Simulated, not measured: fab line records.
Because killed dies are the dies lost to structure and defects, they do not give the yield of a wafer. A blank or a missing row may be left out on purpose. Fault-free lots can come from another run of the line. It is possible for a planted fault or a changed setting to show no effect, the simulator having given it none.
Matching of chambers ; flow berkeleyCmos170 ; UCB170_M1_ETCH_11 on rieDiel-04 has 4 sister chambers
The step etches BARC in N2/H2. 7 wafers are shown with their chamber, then 8 later ones without.

## EACH WAFER AND ITS CHAMBER
wafer;chamber;throttleValvePct (%);oesProductAu (a.u.)
L078.6;1;13.64;0.993
L086.6;0;13.47;0.980
L083.5;2;13.40;0.991
L089.1;0;13.48;0.989
L089.2;1;13.64;0.989
L089.4;3;13.50;1.047
L092.3;3;13.50;1.051

## WAFERS WITHOUT THEIR CHAMBER
wafer;throttleValvePct (%);oesProductAu (a.u.)
L092.4;13.63;1.012
L092.5;13.63;1.006
L096.1;13.51;1.040
L096.3;13.49;0.982
L096.5;13.61;0.999
L097.1;13.38;0.996
L097.2;13.48;1.052
L097.6;13.61;0.993

## WHICH CHAMBER EACH WENT THROUGH
wafer;from the rows above;in truth
L092.4;1;1
L092.5;1;1
L096.1;3;3
L096.3;0;0
L096.5;1;1
L097.1;2;2
L097.2;3;3
L097.6;1;1
Correctly placed: 8 of 8. Left unplaced by these rows: 0. Wrongly placed: 0.
How it was worked out, from the rows above alone: a wafer's distance from a chamber is the root of the sum, over the readings, of the square of ((its reading less the chamber's mean) divided by the reading's scatter). If the next closest chamber is less than 2 further off than the closest, the wafer can't be placed; otherwise it belongs to the closest. For every chamber, the mean is computed from those of its wafers that are shown. The scatter: take each reading less its chamber's mean, square it, sum over the shown wafers, divide by the number of wafers less the number of chambers, and take the root.
